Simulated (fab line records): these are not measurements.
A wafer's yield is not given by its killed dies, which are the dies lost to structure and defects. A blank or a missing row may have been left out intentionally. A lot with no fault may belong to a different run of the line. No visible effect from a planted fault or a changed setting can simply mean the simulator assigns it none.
Shared-tool check + flow rit cmos + 14 lots and 42 wafers in the sample

WHY THIS WAS OPENED
RIT_PLDD_TW_MEAS_10, reading PLDD_TW: flagged on 2 of 14 lots. Fault-free wafers read 2346, with a standard deviation of 19.
Rule: flag the lot when none of its wafers has a number, or when each of its wafers that has one lies beyond 4 standard deviations from that mean. All remaining lots are regarded as sound.

| lot  | measured    | on            | PLDD_TW, wafer by wafer | flag    |
|------|-------------|---------------|-------------------------|---------|
| L324 | day 2 21:40 | film metro-03 | 2318 2321 2311          |         |
| L325 | day 3 02:01 | film metro-02 | 2342 2351 2340          |         |
| L326 | day 3 10:29 | film metro-02 | 2335 2340 2345          |         |
| L328 | day 3 17:54 | film metro-01 | 2357 2361 2354          |         |
| L330 | day 4 03:34 | film metro-02 | 2371 2365 2355          |         |
| L331 | day 4 08:14 | film metro-02 | 2364 2357 2366          |         |
| L335 | day 5 07:11 | film metro-01 | 30 30 30                | FLAGGED |
| L339 | day 6 01:11 | film metro-02 | 30 30 30                | FLAGGED |
| L340 | day 6 04:54 | film metro-01 | 2362 2351 2359          |         |
| L341 | day 6 15:10 | film metro-03 | 2313 2312 2325          |         |
| L342 | day 6 18:06 | film metro-03 | 2333 2314 2297          |         |
| L343 | day 6 20:43 | film metro-01 | 2355 2356 2366          |         |
| L344 | day 7 02:29 | film metro-02 | 2369 2356 2352          |         |
| L345 | day 7 09:43 | film metro-03 | 2318 2308 2325          |         |
Averaged over the flagged lots the numbers come to 30, -2316 from the usual (-99 or more standard deviations).

LOT BY LOT: THE TOOL USED
The record holds 3 process steps before the reading, out of a route of 202 steps. Each cell gives the tool, then ch followed by the chambers the sampled wafers passed through, then the start.
| lot  | flag    | RIT_NRETRO_STRIP_09                 | RIT_GATE_STRIP_20                   | RIT_PLDD_DEVELOP_05              |
|------|---------|-------------------------------------|-------------------------------------|----------------------------------|
| L324 |         | plasma asher-01 ch 1, day 2 06:16   | plasma asher-03 ch 1, day 2 15:09   | litho track-01 ch 0, day 2 21:00 |
| L325 |         | plasma asher-04 ch 0,1, day 2 12:20 | plasma asher-04 ch 0,1, day 2 19:13 | litho track-02 ch 0, day 3 01:00 |
| L326 |         | plasma asher-02 ch 0,1, day 2 20:10 | plasma asher-04 ch 0,1, day 3 02:57 | litho track-04 ch 0, day 3 09:00 |
| L328 |         | plasma asher-02 ch 0, day 3 04:30   | plasma asher-04 ch 0,1, day 3 11:14 | litho track-02 ch 0, day 3 17:00 |
| L330 |         | plasma asher-01 ch 0,1, day 3 14:08 | plasma asher-04 ch 0,1, day 3 21:22 | litho track-04 ch 0, day 4 02:00 |
| L331 |         | plasma asher-02 ch 0,1, day 3 18:25 | plasma asher-03 ch 0,1, day 4 01:10 | litho track-02 ch 0, day 4 07:00 |
| L335 | FLAGGED | plasma asher-02 ch 0,1, day 4 14:31 | plasma asher-04 ch 0,1, day 5 00:51 | litho track-01 ch 0, day 5 06:00 |
| L339 | FLAGGED | plasma asher-01 ch 0,1, day 5 10:59 | plasma asher-04 ch 0,1, day 5 19:06 | litho track-01 ch 0, day 6 00:00 |
| L340 |         | plasma asher-01 ch 0,1, day 5 15:56 | plasma asher-04 ch 0,1, day 5 22:42 | litho track-04 ch 0, day 6 04:00 |
| L341 |         | plasma asher-01 ch 0,1, day 5 22:51 | plasma asher-04 ch 0,1, day 6 08:32 | litho track-02 ch 0, day 6 14:00 |
| L342 |         | plasma asher-04 ch 0, day 6 03:53   | plasma asher-04 ch 0,1, day 6 10:40 | litho track-02 ch 0, day 6 17:00 |
| L343 |         | plasma asher-04 ch 1, day 6 06:41   | plasma asher-03 ch 0,1, day 6 13:39 | litho track-04 ch 0, day 6 20:00 |
| L344 |         | plasma asher-02 ch 0,1, day 6 11:15 | plasma asher-03 ch 0,1, day 6 19:32 | litho track-02 ch 0, day 7 01:00 |
| L345 |         | plasma asher-04 ch 0,1, day 6 16:41 | plasma asher-04 ch 0,1, day 7 02:05 | litho track-04 ch 0, day 7 09:00 |
These steps, and what they do:
- RIT_NRETRO_STRIP_09: strips in O2, time 180 s.
- RIT_GATE_STRIP_20: strips in O2, time 180 s.
- RIT_PLDD_DEVELOP_05: develop time 50 s.
- RIT_PLDD_TW_MEAS_10

FLAGGED OVER TOTAL, TOOL BY TOOL (the gauges that took the reading come last)
| step                | tool            | lots run | flagged | share of the flagged lots | sound lots run after its first flagged lot |
|---------------------|-----------------|----------|---------|---------------------------|--------------------------------------------|
| RIT_NRETRO_STRIP_09 | plasma asher-01 | 5        | 1       | some                      | 2 (L340,L341)                              |
| RIT_NRETRO_STRIP_09 | plasma asher-02 | 5        | 1       | some                      | 1 (L344)                                   |
| RIT_NRETRO_STRIP_09 | plasma asher-04 | 4        | 0       | none                      | -                                          |
| RIT_GATE_STRIP_20   | plasma asher-03 | 4        | 0       | none                      | -                                          |
| RIT_GATE_STRIP_20   | plasma asher-04 | 10       | 2       | all                       | 4 (L340,L341,L342,L345)                    |
| RIT_PLDD_DEVELOP_05 | litho track-01  | 3        | 2       | all                       | 0                                          |
| RIT_PLDD_DEVELOP_05 | litho track-02  | 6        | 0       | none                      | -                                          |
| RIT_PLDD_DEVELOP_05 | litho track-04  | 5        | 0       | none                      | -                                          |
| RIT_PLDD_TW_MEAS_10 | film metro-01   | 4        | 1       | some                      | 2 (L340,L343)                              |
| RIT_PLDD_TW_MEAS_10 | film metro-02   | 6        | 1       | some                      | 1 (L344)                                   |
| RIT_PLDD_TW_MEAS_10 | film metro-03   | 4        | 0       | none                      | -                                          |

WHAT IS ALLOWED BY THE TABLE
In 2 table rows, all flagged lots were run: plasma asher-04 (RIT_GATE_STRIP_20), litho track-01 (RIT_PLDD_DEVELOP_05).
- plasma asher-04 at RIT_GATE_STRIP_20 ran 10 lots, 2 of them flagged. Sound lots followed the first flagged one (L340, L341, L342, L345) on it, something a lasting fault affecting the whole tool could not allow.
- litho track-01 at RIT_PLDD_DEVELOP_05 ran 3 lots, 2 of them flagged. A fault beginning between L324 (day 2 21:00), its last sound lot, and L335 (day 5 06:00), its first flagged one, fits the data.
litho track-01 at RIT_PLDD_DEVELOP_05 is the single tool remaining.

WHAT WAS PUT IN BY THE SIMULATOR
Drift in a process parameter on litho track-01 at RIT_PLDD_DEVELOP_05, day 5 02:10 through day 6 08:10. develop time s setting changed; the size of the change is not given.
Lots struck among those shown: L335, L339. Same finding as the rule above.
